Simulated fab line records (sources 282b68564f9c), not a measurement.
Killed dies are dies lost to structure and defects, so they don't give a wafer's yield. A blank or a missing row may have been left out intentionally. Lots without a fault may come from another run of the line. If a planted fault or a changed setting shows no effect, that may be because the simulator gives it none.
A lot that was struck, set against a sound lot	flow rit-cmos	19 out of 202 route steps
Sound: these wafers, L516.1, L516.4, L516.6. Wafers L528.2, L528.3, L528.5 were the ones struck. The cause is given at the end.
At each step with rows: each side's tool, then ch and its chambers, then its first start. Under that, the readings that differ: sound wafers	struck wafers	difference of the means	sigmas: that difference in standard deviations of wafers without a fault.
alike: a reading whose means differ by less than 2 such deviations, as well as words and numbers matching on both sides. not compared: withheld readings; readings where some wafer has no value; bounds like >300 that might hide an equal value; numbers whose values overlap and for which the record gives no deviation.
The two part at a step that has a row with sigmas, a row that says differs or no value, or rows on one side only. When numbers do not overlap yet have no deviation, they are printed without sigmas and do not part them. Lack of a reading on every wafer of one side parts them only where that side has two or more wafers.

first, 1 step without rows for these wafers: RIT_SILICIDE_WET_ETCH_00 (etches SiO2 in BOE, target depth 14 nm, time 15 s).
RIT_SILICIDE_SPUTTER_01: material Ti, target thk 30 nm, time 240 s.
  sound on pvd-sputter-03, day 4 23:31; struck on pvd-sputter-01, day 7 13:57
  alike: throttle-valve-pct
RIT_SILICIDE_RS_MEAS_02: measurement is done with a four-point probe.
  sound on film-metro-03, day 4 23:40; struck on film-metro-04, day 7 14:07
  alike: SILICIDE_TI_RS
RIT_SILICIDE_THK_MEAS_03: measures by xrf.
  sound on film-metro-03, day 4 23:47; struck on film-metro-04, day 7 14:14
  alike: SILICIDE_TI_THK
RIT_SILICIDE_RTA_04: time 10 s, ramp up 5 s, ramp down 5 s.
  sound on rtp-anneal-02 ch 0, day 4 23:51; struck on rtp-anneal-02 ch 0, day 7 14:17
  alike: wafer_temp_C_max
then, 1 step without rows for these wafers: RIT_SILICIDE_WET_ETCH_05 (etches Ti in SPM, time 120 s).
RIT_SILICIDE_RTA_06: time 10 s, ramp up 5 s, ramp down 10 s.
  sound on rtp-anneal-01 ch 0, day 5 00:02; struck on rtp-anneal-01 ch 0, day 7 14:24
  alike: wafer_temp_C_max
RIT_CONTACT_CVD_00: deposits SiO2 from TEOS, target thk 400 nm, time 62.96 s.
  sound on pecvd-01 ch 0,1,2, day 5 00:05; struck on pecvd-03 ch 1,2, day 7 14:28
  alike: heater-power-w
  not compared: since-wet-clean-h
RIT_CONTACT_THK_MEAS_01:
  sound on film-metro-02, day 5 00:08; struck on film-metro-01, day 7 14:31
  alike: CONTACT_TEOS_THK
then, 3 steps without rows for these wafers: RIT_CONTACT_HMDS_02 (prime time 60 s); RIT_CONTACT_COAT_03 (resist thk 1000 nm); RIT_CONTACT_SOFTBAKE_04 (time 60 s).
RIT_CONTACT_EXPOSE_05: exposes mask M11, target cd 1000 nm.
  sound on iline-stepper-02 ch 0, day 5 00:43; struck on iline-stepper-02 ch 0, day 7 15:10
reading	sound	struck	difference	sigmas
model.CONTACT.overlay-x-nm (nm)	-0.9474 -0.9474 -0.9474	-149.8 -149.8 -149.8	-148.9	
  alike: mask, exposure-dose-mJ-cm2
then, 2 steps without rows for these wafers: RIT_CONTACT_PEB_06; RIT_CONTACT_DEVELOP_07 (develop time 120 s).
RIT_CONTACT_CD_MEAS_08: target cd 1000 nm.
  sound on cd-sem-01, day 5 01:14; struck on cd-sem-02, day 7 15:41
  alike: cd-nm
RIT_CONTACT_OVL_MEAS_09:
  sound on overlay-01, day 5 01:21; struck on overlay-01, day 7 15:47
reading	sound	struck	difference	sigmas
CONTACT_OVL (nm)	-0.3 0.9 1.0	-148.7 -149.2 -148.3	-149.3	-88
then, 1 step without rows for these wafers: RIT_CONTACT_HARDBAKE_10 (time 60 s).
RIT_M1_PROBE_99:
  sound on prober-02, day 5 06:27; struck on prober-02, day 7 21:05
reading	sound	struck	difference	sigmas
model.etest.contact-to-gate.bv-right-v (V)	91.3 90.9 90.61	165.3 165.3 165.2	+74.3	
model.etest.contact-to-gate.bv-left-v (V)	89.84 90.92 90.57	15.48 15.33 11.11	-76.47	
  alike: killed-at-contacts, killed-at-front-end, killed-dies, killed-open, killed-short

## WHERE THEY PART
RIT_CONTACT_OVL_MEAS_09 only, going by this record. Later steps at which nothing parts them and some readings are alike: RIT_M1_PROBE_99.

WHY: what the simulator had put in
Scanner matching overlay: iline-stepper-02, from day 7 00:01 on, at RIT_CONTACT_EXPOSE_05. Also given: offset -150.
